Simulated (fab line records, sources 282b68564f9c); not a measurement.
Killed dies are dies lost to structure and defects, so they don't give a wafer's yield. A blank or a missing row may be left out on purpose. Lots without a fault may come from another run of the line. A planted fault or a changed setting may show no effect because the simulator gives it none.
fab line records | flow rit_cmos
record lots=13 wafers=39 last_day=6
route steps=202 shown NWELL@38 REOX@100 NLDD@112 SPACER@129 M1@202
lots that met no fault: from a run of the same line without faults
start_h: hours from the record's first day to the start of the lot's first wafer shown | wait_h: hours since the lot's step before | " the same as in the row above | L1.1+2: a row that stands for several wafers | - no value, or no start given | * or withheld: withheld | < > ~ a bound
route shown NAME@n: a module of which the file shows steps, and the number in the route of the first | usual: mean/standard deviation of fault-free wafers | same: alike in all rows | chamber/n: place in a boat | sites: the reading at each site | _std_site: their standard deviation | _edge_site: outer sites' mean less inner sites' | radius_mm: how far each site lies from the wafer's centre | mask NAME#n: copy n | behind: the tool/chamber that last shaped the wafer | hold: why the lot was held/for how many hours/how that ended | device: the transistor (n, p or np) that didn't switch | end of line: the same wafers' tests at the end of the route | a step without rows: its recipe alone | killed: dies lost to structure and defects at the first sort, not the wafer's yield | map: a wafer's dies, x killed, . not, _ none there
set.NAME: the setting as run; set.NAME@STEP: as run at that earlier step | model.NAME: the simulator's own value behind a step, which no gauge read
steps of the route over a sample of lots; a table a step, a row a wafer
services: from which hour (start_h, from the record's first day; less than 0 if before it) a tool's chamber was out of use, for how many hours, and why
## steps
# step RIT_NWELL_TW_MEAS_10
# usual NWELL_TW=2128/20
# columns lot.wafer tool chamber start_h wait_h NWELL_TW
L340.2 film_metro-04 - 26.75 0.1 2137
L340.4 " - " " 2143
L340.6 " - " " 2146
L341.1 film_metro-02 - 35.15 0.1 2100
L341.3 " - " " 2096
L341.4 " - " " 2098
L342.1 film_metro-04 - 39.59 0.1 2150
L342.4 " - " " 2127
L342.6 " - " " 2146
L343.3 film_metro-02 - 42.71 0.1 2091
L343.4 " - " " 2085
L343.6 " - " " 2105
L344.3 film_metro-01 - 48.86 0.1 2141
L344.4 " - " " 2130
L344.6 " - " " 2138
L345.1 film_metro-01 - 53.36 0.1 2135
L345.2 " - " " 2141
L345.6 " - " " 2133
L346.3 film_metro-04 - 57.11 0.1 2145
L346.4 " - " " 2151
L346.5 " - " " 2147
L347.2 film_metro-02 - 64.00 0.1 2096
L347.3 " - " " 2074
L347.4 " - " " 2083
L348.1 film_metro-01 - 68.49 0.1 2154
L348.2 " - " " 2141
L348.3 " - " " 2143
L349.1 film_metro-04 - 77.69 0.1 2140
L349.2 " - " " 2136
L349.4 " - " " 2143
L350.1 film_metro-01 - 77.93 0.1 2148
L350.4 " - " " 2143
L350.5 " - " " 2143
L355.1 film_metro-02 - 104.57 0.1 2102
L355.3 " - " " 2099
L355.4 " - " " 2098
L357.1 film_metro-02 - 112.68 0.1 2108
L357.3 " - " " 2097
L357.5 " - " " 2101
# step RIT_REOX_CLEAN_02
# recipe chemistry=SC2 mix=3:3:50 time_s=600 temp_c=75 dry=n2_spin
# columns lot.wafer tool chamber start_h wait_h
L340.2+4+6 wet_bench-02 1 47.10 0.0
L341.1+3+4 wet_bench-02 2 54.50 0.0
L342.1+4+6 wet_bench-02 0 57.27 0.0
L343.3+4+6 wet_bench-02 2 59.12 0.0
L344.3+4+6 wet_bench-01 3 69.28 0.0
L345.1+2+6 wet_bench-02 0 69.64 0.0
L346.3+4+5 wet_bench-04 3 74.49 0.0
L347.2+3+4 wet_bench-04 3 81.22 0.0
L348.1+2+3 wet_bench-04 0 91.94 0.0
L349.1+2+4 wet_bench-04 0 94.51 0.0
L350.1+4+5 wet_bench-04 2 95.99 0.0
L355.1+3+4 wet_bench-02 0 122.10 0.0
L357.1+3+5 wet_bench-01 0 129.64 0.0
# step RIT_NLDD_STRIP_09
# recipe chemistry=O2 time_s=180 resist=NOVOLAK platen_temp_c=withheld power_w=500 pressure_mtorr=4000 o2_flow_sccm=4000
# usual drypump_motor_current_A=5.6/0.42
# columns lot.wafer tool chamber start_h wait_h drypump_motor_current_A rf_hours_counter_h
L340.2 plasma_asher-03 1 52.14 0.1 5.5 40
L340.4 " 0 " " 5.7 -
L340.6 " 0 " " 5.7 -
L341.1 plasma_asher-01 1 58.83 0.1 6.0 40
L341.3 " 1 " " 6.0 -
L341.4 " 0 " " 4.6 -
L342.1 plasma_asher-03 0 61.74 0.1 5.7 41
L342.4 " 1 " " 5.5 -
L342.6 " 1 " " 5.5 -
L343.3 plasma_asher-01 0 64.53 0.1 4.6 -
L343.4 " 1 " " 5.9 -
L343.6 " 0 " " 4.6 -
L344.3 plasma_asher-01 0 73.45 0.1 4.7 -
L344.4 " 1 " " 6.0 -
L344.6 " 1 " " 5.9 -
L345.1 plasma_asher-04 0 73.86 0.1 5.5 28
L345.2 " 1 " " 6.0 28
L345.6 " 0 " " 5.5 -
L346.3 plasma_asher-01 0 78.87 0.1 4.7 -
L346.4 " 1 " " 5.9 -
L346.5 " 1 " " 5.9 -
L347.2 plasma_asher-03 1 88.43 0.1 5.5 44
L347.3 " 0 " " 5.7 -
L347.4 " 1 " " 5.5 -
L348.1 plasma_asher-04 1 96.05 0.1 6.0 30
L348.2 " 0 " " 5.5 30
L348.3 " 1 " " 6.0 -
L349.1 plasma_asher-03 1 98.58 0.1 5.5 45
L349.2 " 0 " " 5.7 45
L349.4 " 1 " " 5.5 -
L350.1 plasma_asher-03 1 101.79 0.1 5.5 46
L350.4 " 0 " " 5.7 -
L350.5 " 0 " " 5.7 -
L355.1 plasma_asher-01 1 126.63 0.1 6.0 49
L355.3 " 1 " " 5.9 -
L355.4 " 0 " " 4.6 -
L357.1 plasma_asher-04 1 133.87 0.1 6.0 36
L357.3 " 0 " " 5.5 -
L357.5 " 0 " " 5.5 -
# step RIT_SPACER_THK_MEAS_04
# recipe reads=Si3N4_of_SPACER_CVD_03
# usual SPACER_NITRIDE_THK=250.2/2.3
# columns lot.wafer tool chamber start_h wait_h SPACER_NITRIDE_THK[nm]
L340.2 film_metro-01 - 56.12 0.0 248.8
L340.4 " - " " 249.2
L340.6 " - " " 251.0
L341.1 film_metro-03 - 62.80 0.0 249.1
L341.3 " - " " 251.3
L341.4 " - " " 249.1
L342.1 film_metro-01 - 65.83 0.0 249.6
L342.4 " - " " 250.9
L342.6 " - " " 250.4
L343.3 film_metro-01 - 70.80 0.0 245.9
L343.4 " - " " 245.7
L343.6 " - " " 247.9
L344.3 film_metro-03 - 77.47 0.0 248.1
L344.4 " - " " 246.7
L344.6 " - " " 248.7
L345.1 film_metro-01 - 79.37 0.0 248.0
L345.2 " - " " 247.9
L345.6 " - " " 249.8
L346.3 film_metro-04 - 84.04 0.0 254.2
L346.4 " - " " 253.7
L346.5 " - " " 248.7
L347.2 film_metro-01 - 92.41 0.0 248.9
L347.3 " - " " 251.6
L347.4 " - " " 252.1
L348.1 film_metro-04 - 101.08 0.0 252.5
L348.2 " - " " 252.9
L348.3 " - " " 253.1
L349.1 film_metro-03 - 102.66 0.0 252.5
L349.2 " - " " 253.3
L349.4 " - " " 250.8
L350.1 film_metro-04 - 105.92 0.0 249.2
L350.4 " - " " 250.3
L350.5 " - " " 251.2
L355.1 film_metro-03 - 130.61 0.0 247.9
L355.3 " - " " 247.6
L355.4 " - " " 247.5
L357.1 film_metro-03 - 137.95 0.0 249.5
L357.3 " - " " 251.3
L357.5 " - " " 248.1
# step RIT_M1_PROBE_99
# usual killed_at_contacts=0.1/0.34 killed_at_front_end=7.0/2.9 killed_dies=7.2/2.9 killed_open=3.6/1.9 killed_short=3.5/2.1
# same gross_dies=264 killed_at_M0_to_M3=0 killed_at_M4_up=0 killed_at_back_side=0 killed_at_other=0
# columns lot.wafer tool chamber start_h wait_h killed_at_contacts killed_at_front_end killed_dies killed_open killed_short
L357.1 prober-01 - 149.06 0.1 0 32 32 5 1
L357.3 prober-01 - 149.16 0.2 0 37 37 4 3
L357.5 prober-01 - 149.26 0.2 0 39 39 6 3
# killed by level:class
L357.1 REOX:unspecified=26 GATE:geometric_particle:open=2 FOX2:geometric_particle:open=1 GATE:geometric_particle:short=1 REOX:geometric_particle:open=1 SPACER:geometric_particle:open=1
L357.3 REOX:unspecified=30 FOX1:geometric_particle:open=2 SILICIDE:geometric_particle:open=2 FOX2:geometric_particle:short=1 SPACER:geometric_particle:short=1 SILICIDE:geometric_particle:short=1
L357.5 REOX:unspecified=30 SILICIDE:geometric_particle:open=3 REOX:geometric_particle:open=2 FOX1:geometric_particle:short=1 FOX2:geometric_particle:open=1 REOX:geometric_particle:short=1 SPACER:geometric_particle:short=1
## services
# columns tool chamber start_h hours kind
plasma_asher-03 - 107.97 28.1 pm
## key
first_sign step=RIT_M1_PROBE_99 reading=killed_at_front_end direction=up sigmas=10 usual=7.0 struck=36
effect step=RIT_M1_PROBE_99 reading=killed_dies direction=up sigmas=10 usual=7.2 struck=36
met_at RIT_REOX_CLEAN_02
struck_lots L357
struck_wafers L357.1,L357.3,L357.5
tester_left_out L357
not_acting_at RIT_NWELL_TW_MEAS_10,RIT_NLDD_STRIP_09,RIT_SPACER_THK_MEAS_04
also_fits time
fault kind=chamber_particle_source tool=wet_bench-01 chamber=0 onset_h=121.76 steps=RIT_REOX_CLEAN_02 rate_per_visit_cm2=0.53524 end_h=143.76
# tester_left_out: of these lots the tester's yield and bins aren't shown, on N5 and GAA mostly nor the transistor test; their killed dies are dies lost to structure and defects alone, not to doping, threshold or leakage, so they don't give the yield
